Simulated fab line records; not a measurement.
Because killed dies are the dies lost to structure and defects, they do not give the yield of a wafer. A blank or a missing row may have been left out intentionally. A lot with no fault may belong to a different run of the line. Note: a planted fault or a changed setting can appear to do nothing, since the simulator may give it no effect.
Check for tools in common / flow rit_cmos / 42 wafers sampled across 14 lots

## REASON IT WAS OPENED
At RIT_SDANNEAL_RS_MEAS_05 the reading NSD_RS is flagged on 2 of 14 lots. No-fault wafers: 84.54 ohm/sq, standard deviation 0.26.
Rule: a lot gets a flag if all its wafers with a number sit over 4 standard deviations from that mean, or if no wafer of it has a number. As for the other lots, they are considered sound.

lot=L108; measured=day 3 20:12; on=film_metro-01; NSD_RS (ohm/sq), wafer by wafer=84.42 84.57 84.55; flag=
lot=L109; measured=day 4 02:51; on=film_metro-01; NSD_RS (ohm/sq), wafer by wafer=84.32 84.43 84.47; flag=
lot=L111; measured=day 4 20:59; on=film_metro-03; NSD_RS (ohm/sq), wafer by wafer=84.68 84.52 84.50; flag=
lot=L114; measured=day 5 05:07; on=film_metro-01; NSD_RS (ohm/sq), wafer by wafer=84.52 84.36 84.45; flag=
lot=L115; measured=day 5 17:52; on=film_metro-03; NSD_RS (ohm/sq), wafer by wafer=84.84 84.60 84.58; flag=
lot=L117; measured=day 5 18:27; on=film_metro-03; NSD_RS (ohm/sq), wafer by wafer=84.64 84.46 84.77; flag=
lot=L118; measured=day 6 08:14; on=film_metro-03; NSD_RS (ohm/sq), wafer by wafer=84.61 84.27 84.64; flag=
lot=L119; measured=day 6 09:14; on=film_metro-02; NSD_RS (ohm/sq), wafer by wafer=84.08 84.62 84.39; flag=
lot=L122; measured=day 6 17:46; on=film_metro-01; NSD_RS (ohm/sq), wafer by wafer=84.51 84.40 84.19; flag=
lot=L123; measured=day 6 22:59; on=film_metro-03; NSD_RS (ohm/sq), wafer by wafer=87.80 87.49 87.53; flag=FLAGGED
lot=L124; measured=day 7 03:22; on=film_metro-02; NSD_RS (ohm/sq), wafer by wafer=88.03 88.20 88.35; flag=FLAGGED
lot=L125; measured=day 7 03:51; on=film_metro-01; NSD_RS (ohm/sq), wafer by wafer=84.00 83.87 84.21; flag=
lot=L127; measured=day 7 11:44; on=film_metro-02; NSD_RS (ohm/sq), wafer by wafer=84.48 84.43 84.33; flag=
lot=L128; measured=day 7 16:12; on=film_metro-03; NSD_RS (ohm/sq), wafer by wafer=84.46 84.45 84.10; flag=
Average over the flagged lots: 87.90 ohm/sq; offset from the usual +3.36 ohm/sq, equal to +13 standard deviations.

## TOOL THAT RAN EACH LOT
The record holds 1 process step before the reading, out of a route of 202 steps. Each cell gives the tool, then ch followed by the chambers the sampled wafers passed through, then the start.
lot=L108; flag=; RIT_NSD_IMPLANT_08=implanter-04 ch 0, day 3 17:27
lot=L109; flag=; RIT_NSD_IMPLANT_08=implanter-03 ch 0, day 4 00:31
lot=L111; flag=; RIT_NSD_IMPLANT_08=implanter-03 ch 0, day 4 18:26
lot=L114; flag=; RIT_NSD_IMPLANT_08=implanter-03 ch 0, day 5 01:29
lot=L115; flag=; RIT_NSD_IMPLANT_08=implanter-04 ch 0, day 5 14:48
lot=L117; flag=; RIT_NSD_IMPLANT_08=implanter-03 ch 0, day 5 15:41
lot=L118; flag=; RIT_NSD_IMPLANT_08=implanter-04 ch 0, day 6 05:41
lot=L119; flag=; RIT_NSD_IMPLANT_08=implanter-01 ch 0, day 6 06:41
lot=L122; flag=; RIT_NSD_IMPLANT_08=implanter-03 ch 0, day 6 15:14
lot=L123; flag=FLAGGED; RIT_NSD_IMPLANT_08=implanter-03 ch 0, day 6 20:37
lot=L124; flag=FLAGGED; RIT_NSD_IMPLANT_08=implanter-03 ch 0, day 7 00:51
lot=L125; flag=; RIT_NSD_IMPLANT_08=implanter-04 ch 0, day 7 00:59
lot=L127; flag=; RIT_NSD_IMPLANT_08=implanter-01 ch 0, day 7 09:13
lot=L128; flag=; RIT_NSD_IMPLANT_08=implanter-01 ch 0, day 7 13:34
What the steps here do:
- RIT_NSD_IMPLANT_08
- RIT_SDANNEAL_RS_MEAS_05: measures by four-point-probe.

## FLAGGED AGAINST TOTAL, ONE TOOL AT A TIME (gauges that did the reading follow at the end)
step=RIT_NSD_IMPLANT_08; tool=implanter-01; lots run=3; flagged=0; share of the flagged lots=none; sound lots run after its first flagged lot=-
step=RIT_NSD_IMPLANT_08; tool=implanter-03; lots run=7; flagged=2; share of the flagged lots=all; sound lots run after its first flagged lot=0
step=RIT_NSD_IMPLANT_08; tool=implanter-04; lots run=4; flagged=0; share of the flagged lots=none; sound lots run after its first flagged lot=-
step=RIT_SDANNEAL_RS_MEAS_05; tool=film_metro-01; lots run=5; flagged=0; share of the flagged lots=none; sound lots run after its first flagged lot=-
step=RIT_SDANNEAL_RS_MEAS_05; tool=film_metro-02; lots run=3; flagged=1; share of the flagged lots=some; sound lots run after its first flagged lot=1 (L127)
step=RIT_SDANNEAL_RS_MEAS_05; tool=film_metro-03; lots run=6; flagged=1; share of the flagged lots=some; sound lots run after its first flagged lot=1 (L128)

## WHAT THE TABLE ALLOWS
In the table, 1 row covers all flagged lots: implanter-03 at RIT_NSD_IMPLANT_08.
- implanter-03 at RIT_NSD_IMPLANT_08: 2 of its 7 lots flagged. Its last sound lot is L122 (day 6 15:14), its first flagged lot L123 (day 6 20:37): a fault that began between those two fits. Its own readings lie more than 4 standard deviations out on every wafer of the flagged lots: dose_ions_cm2.
One tool is left: implanter-03 at RIT_NSD_IMPLANT_08.

## WHAT THE SIMULATOR PUT IN
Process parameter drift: implanter-03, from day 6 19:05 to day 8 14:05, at RIT_NSD_IMPLANT_08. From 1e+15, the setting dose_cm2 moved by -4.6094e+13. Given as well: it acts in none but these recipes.
Lots struck among those shown: L123, L124. The rule above reached the same finding.
